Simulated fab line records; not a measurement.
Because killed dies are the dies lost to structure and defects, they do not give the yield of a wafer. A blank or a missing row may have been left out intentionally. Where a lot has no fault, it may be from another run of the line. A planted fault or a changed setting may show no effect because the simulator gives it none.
Comparing a struck lot with a sound one ; flow rit-cmos ; 6 steps out of a route of 202
Sound: the wafers L986.1, L986.2, L986.6. Wafers struck: L994.1, L994.2, L994.6. At the end, the cause is stated.
For every step that has rows: the tool of each side, followed by ch and its chambers, followed by its first start. Under that, the readings that differ: sound wafers ; struck wafers ; difference of the means ; sigmas: that difference in standard deviations of wafers without a fault.
alike: words and numbers the same on both sides, and readings whose means are apart by under 2 such deviations; not compared: readings that were withheld, readings missing a value for some wafer, numbers with overlapping values and no deviation given by the record, and bounds like >300 which may hide the same value.
The two part at a step that has a row with sigmas, a row that says differs or no value, or rows on one side only. Numbers that don't overlap but have no deviation are shown without sigmas and don't part them. Lack of a reading on every wafer of one side parts them only where that side has two or more wafers.

RIT_ACTIVE_BOW_MEAS_00:
  sound: film-metro-01 at day 2 01:00; struck: film-metro-02 at day 3 17:00
  alike: INCOMING_BOW
then, 1 step without rows for these wafers: RIT_ACTIVE_OXIDATION_01 (target thk 46.8 nm, ox time 3360 s).
RIT_ACTIVE_THK_MEAS_02:
  sound: film-metro-01 at day 2 03:27; struck: film-metro-02 at day 3 19:10
  alike: ACTIVE_OXIDE_THK
RIT_ACTIVE_CVD_03: deposits Si3N4 from SiH2Cl2/NH3, target thk 150 nm, time 1500 s.
  sound on lpcvd-02 ch 1, day 2 03:31; struck on lpcvd-01 ch 0, day 3 19:14
reading;sound;struck;difference;sigmas
spike-tc-centre-C (C);810.0 811.2 812.7;878.4 878.0 878.7;+67.1;+39
spike-tc-load-C (C);832.5 833.0 834.2;896.6 898.5 895.9;+63.8;+46
spike-tc-source-C (C);827.9 828.9 828.3;896.2 898.1 896.1;+68.4;+24
susceptor-temp-C (C);809.7 810.7 810.4;874.4 874.2 873.9;+63.9;+99 or more
zone-power-load-pct (%);18.9 19.3 19.4;28.8 28.4 28.4;+9.3;+5
model.Si3N4_of_ACTIVE_CVD_03.thk-nm (nm);149.2 149.1 148.8;249.3 250.4 250;+100.9;
  alike: sih2cl2-flow-sccm, zone-power-centre-pct
RIT_ACTIVE_THK_MEAS_04:
  sound: film-metro-01 at day 2 04:56; struck: film-metro-03 at day 3 20:52
reading;sound;struck;difference;sigmas
ACTIVE_NITRIDE_THK (nm);149.1 149.1 148.7;249.1 250.3 250.0;+100.8;+63
  not compared: hold
RIT_M1_PROBE_99:
  rows exist in the record for the sound wafers here (prober-01, day 4 01:57), none for the struck ones

## WHERE THEY PART
Earliest at RIT_ACTIVE_CVD_03; latest, in this record, at RIT_M1_PROBE_99.

WHY: what the simulator had put in
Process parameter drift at RIT_ACTIVE_CVD_03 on lpcvd-01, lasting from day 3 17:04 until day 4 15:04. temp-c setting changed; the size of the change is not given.
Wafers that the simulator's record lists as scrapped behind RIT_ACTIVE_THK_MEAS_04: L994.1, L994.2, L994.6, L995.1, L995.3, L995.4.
